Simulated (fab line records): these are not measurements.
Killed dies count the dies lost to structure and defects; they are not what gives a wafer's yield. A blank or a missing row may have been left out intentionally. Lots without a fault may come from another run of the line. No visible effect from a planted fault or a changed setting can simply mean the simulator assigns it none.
Chamber matching    flow ritCmos    RIT_GATE_ETCH_19 on rieSi-02: 3 sister chambers
The step etches poly-Si in SF6/CHF3/O2, stops on SiO2, time 165 s, target depth 312.5 nm. 6 wafers are shown with their chamber, then 4 later ones without.

WAFERS WITH THEIR CHAMBER
wafer   chamber  throttleValvePct (%)  O2_flow_sccm (sccm)
L335.2  1        10.47                 5.021
L335.6  2        10.00                 4.987
L337.2  1        10.47                 5.006
L337.6  0        10.23                 4.986
L347.1  2        9.95                  4.991
L347.2  0        10.24                 5.010

WAFERS WITH NO CHAMBER GIVEN
wafer   throttleValvePct (%)  O2_flow_sccm (sccm)
L349.1  10.24                 4.956
L349.3  9.98                  4.985
L351.1  10.49                 4.979
L351.2  10.24                 5.009

WHICH CHAMBER EACH ONE RAN IN
wafer   from the rows above  in truth
L349.1  0                    0
L349.3  2                    2
L351.1  1                    1
L351.2  0                    0
4 of 4 placed correctly. Not placeable from these rows: 0. 0 placed wrongly.
How it was worked out, from the rows above alone: a wafer's distance from a chamber is the root of the sum, over the readings, of the square of ((its reading less the chamber's mean) divided by the reading's scatter). If the next closest chamber is less than 2 further off than the closest, the wafer can't be placed; otherwise it belongs to the closest. The mean given for a chamber averages the wafers shown for that chamber. The scatter is the square root of a quotient: the sum, over the shown wafers, of each reading's squared deviation from its chamber's mean, divided by wafers minus chambers.
